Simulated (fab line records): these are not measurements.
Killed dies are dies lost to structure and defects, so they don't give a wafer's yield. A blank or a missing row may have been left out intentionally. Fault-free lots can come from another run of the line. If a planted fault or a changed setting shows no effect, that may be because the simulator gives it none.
Which tool is to blame? / flow berkeley-cmos170 / 45 wafers from 15 lots sampled at 4 of the route's 331 steps

WHAT THE GAUGES SHOWED, per wafer
UCB170_NVT_TW_MEAS_09.
lot=L768; measured=day 4 16:37; on=film-metro-01; NVT_TW=521 515 518
lot=L769; measured=day 5 09:02; on=film-metro-04; NVT_TW=526 526 525
lot=L770; measured=day 5 09:19; on=film-metro-01; NVT_TW=512 511 512
lot=L771; measured=day 5 13:42; on=film-metro-02; NVT_TW=529 530 531
lot=L773; measured=day 6 04:08; on=film-metro-02; NVT_TW=529 528 525
lot=L772; measured=day 6 04:52; on=film-metro-04; NVT_TW=522 522 520
lot=L776; measured=day 7 06:40; on=film-metro-04; NVT_TW=649 644 648
lot=L781; measured=day 8 00:07; on=film-metro-04; NVT_TW=649 654 648
lot=L785; measured=day 8 22:35; on=film-metro-02; NVT_TW=653 652 653
lot=L786; measured=day 9 09:13; on=film-metro-01; NVT_TW=518 520 519
lot=L787; measured=day 9 18:49; on=film-metro-04; NVT_TW=524 522 525
lot=L788; measured=day 9 19:33; on=film-metro-01; NVT_TW=518 516 517
lot=L789; measured=day 9 23:55; on=film-metro-04; NVT_TW=520 521 523
lot=L790; measured=day 10 00:10; on=film-metro-01; NVT_TW=515 517 513
lot=L791; measured=day 10 04:27; on=film-metro-04; NVT_TW=528 526 526

UCB170_NLDD_OVL_MEAS_07.
lot=L768; measured=day 5 11:25; on=overlay-02; NLDD_OVL (nm)=-3 12 -7
lot=L769; measured=day 6 05:25; on=overlay-02; NLDD_OVL (nm)=5 11 7
lot=L770; measured=day 6 05:02; on=overlay-01; NLDD_OVL (nm)=-7 -3 7
lot=L771; measured=day 6 17:40; on=overlay-02; NLDD_OVL (nm)=3 8 2
lot=L773; measured=day 6 21:52; on=overlay-02; NLDD_OVL (nm)=-2 6 1
lot=L772; measured=day 6 22:07; on=overlay-01; NLDD_OVL (nm)=7 10 9
lot=L776; measured=day 8 14:32; on=overlay-01; NLDD_OVL (nm)=11 2 5
lot=L781; measured=day 8 14:23; on=overlay-02; NLDD_OVL (nm)=-6 -5 -3
lot=L785; measured=day 9 15:52; on=overlay-02; NLDD_OVL (nm)=8 4 0
lot=L786; measured=day 10 04:55; on=overlay-01; NLDD_OVL (nm)=9 0 -1
lot=L787; measured=day 10 11:02; on=overlay-02; NLDD_OVL (nm)=-5 -7 1
lot=L788; measured=day 10 10:40; on=overlay-01; NLDD_OVL (nm)=0 4 2
lot=L789; measured=day 10 16:12; on=overlay-01; NLDD_OVL (nm)=6 -3 0
lot=L790; measured=day 10 16:04; on=overlay-02; NLDD_OVL (nm)=-1 -7 -1
lot=L791; measured=day 10 23:45; on=overlay-02; NLDD_OVL (nm)=-1 7 2

UCB170_PSD_CD_MEAS_06 targets a cd of 1200 nm.
lot=L768; measured=day 5 18:11; on=cd-sem-01; cd-nm (nm)=1198.5 1199.7 1198.0
lot=L769; measured=day 6 10:51; on=cd-sem-01; cd-nm (nm)=1199.0 1199.6 1199.2
lot=L770; measured=day 6 10:43; on=cd-sem-01; cd-nm (nm)=1199.6 1201.0 1199.0
lot=L771; measured=day 7 01:58; on=cd-sem-02; cd-nm (nm)=1199.4 1201.2 1201.2
lot=L773; measured=day 7 02:11; on=cd-sem-01; cd-nm (nm)=1199.0 1199.4 1200.0
lot=L772; measured=day 7 02:37; on=cd-sem-01; cd-nm (nm)=1202.2 1201.9 1202.1
lot=L776; measured=day 8 20:41; on=cd-sem-02; cd-nm (nm)=1200.6 1201.8 1202.9
lot=L781; measured=day 8 20:22; on=cd-sem-01; cd-nm (nm)=1202.3 1203.1 1201.9
lot=L785; measured=day 9 23:01; on=cd-sem-02; cd-nm (nm)=1199.8 1198.6 1199.8
lot=L786; measured=day 10 12:10; on=cd-sem-02; cd-nm (nm)=1198.4 1198.7 1197.8
lot=L787; measured=day 10 19:04; on=cd-sem-01; cd-nm (nm)=1202.2 1200.1 1201.2
lot=L788; measured=day 10 18:49; on=cd-sem-02; cd-nm (nm)=1199.2 1199.6 1201.3
lot=L789; measured=day 11 00:55; on=cd-sem-01; cd-nm (nm)=1199.2 1199.2 1198.8
lot=L790; measured=day 11 00:44; on=cd-sem-01; cd-nm (nm)=1198.0 1198.1 1197.9
lot=L791; measured=day 11 06:43; on=cd-sem-02; cd-nm (nm)=1203.3 1204.2 1203.8

WHICH TOOL RAN EACH LOT (tool, then ch and the chambers of the sampled wafers, then the start)
lot=L768; UCB170_NVT_IMPLANT_07=implanter-03 ch 0, day 4 16:22
lot=L769; UCB170_NVT_IMPLANT_07=implanter-02 ch 0, day 5 08:49
lot=L770; UCB170_NVT_IMPLANT_07=implanter-04 ch 0, day 5 09:04
lot=L771; UCB170_NVT_IMPLANT_07=implanter-04 ch 0, day 5 13:30
lot=L773; UCB170_NVT_IMPLANT_07=implanter-03 ch 0, day 6 03:53
lot=L772; UCB170_NVT_IMPLANT_07=implanter-04 ch 0, day 6 04:38
lot=L776; UCB170_NVT_IMPLANT_07=implanter-04 ch 0, day 7 06:07
lot=L781; UCB170_NVT_IMPLANT_07=implanter-03 ch 0, day 7 23:36
lot=L785; UCB170_NVT_IMPLANT_07=implanter-02 ch 0, day 8 22:02
lot=L786; UCB170_NVT_IMPLANT_07=implanter-04 ch 0, day 9 08:58
lot=L787; UCB170_NVT_IMPLANT_07=implanter-04 ch 0, day 9 18:35
lot=L788; UCB170_NVT_IMPLANT_07=implanter-03 ch 0, day 9 19:19
lot=L789; UCB170_NVT_IMPLANT_07=implanter-04 ch 0, day 9 23:40
lot=L790; UCB170_NVT_IMPLANT_07=implanter-03 ch 0, day 9 23:56
lot=L791; UCB170_NVT_IMPLANT_07=implanter-03 ch 0, day 10 04:12
- UCB170_NVT_IMPLANT_07

WHAT THE TOOLS THEMSELVES READ (means of the sampled wafers that have a number; where no wafer has one, the mark that the record gives instead)
The record holds no such reading with a usual standard deviation.

THE ANSWER, worked out from the rows above alone
Rule: the usual values come from the lots themselves. The widest of any qualifying gaps counts: lots, ordered by their means at a reading, are off when they make up no more than a third of the lots, leave a main group of 4 or more, and stand apart from it by 3 or more times the standard deviation of that group's means. The tables above print the reading to a certain number of digits; a main group whose means all agree to those digits is not used. A lot without any number at a reading at which 4 lots or more have one is off too. Where the step has rows for the other lots, those lots are counted as sound. After the gauges, taken in route order, come the tools' own readings; for these a lot's mean is taken, as printed above. The first step at which some lot is off is used, and at that step the reading that is off furthest; a lot without a number counts as furthest.
Off: L776, L781, L785, seen at UCB170_NVT_TW_MEAS_09 (NVT_TW). For the main group the mean is 521 and the standard deviation 5.3.
A tool fits if, at a process step before that reading, it ran every lot that is off, and no sound lot after the first of them. The gauges at UCB170_NVT_TW_MEAS_09 are tried like those tools. Not one of the candidates tried fits.

WHAT HAD BEEN PUT IN BY THE SIMULATOR
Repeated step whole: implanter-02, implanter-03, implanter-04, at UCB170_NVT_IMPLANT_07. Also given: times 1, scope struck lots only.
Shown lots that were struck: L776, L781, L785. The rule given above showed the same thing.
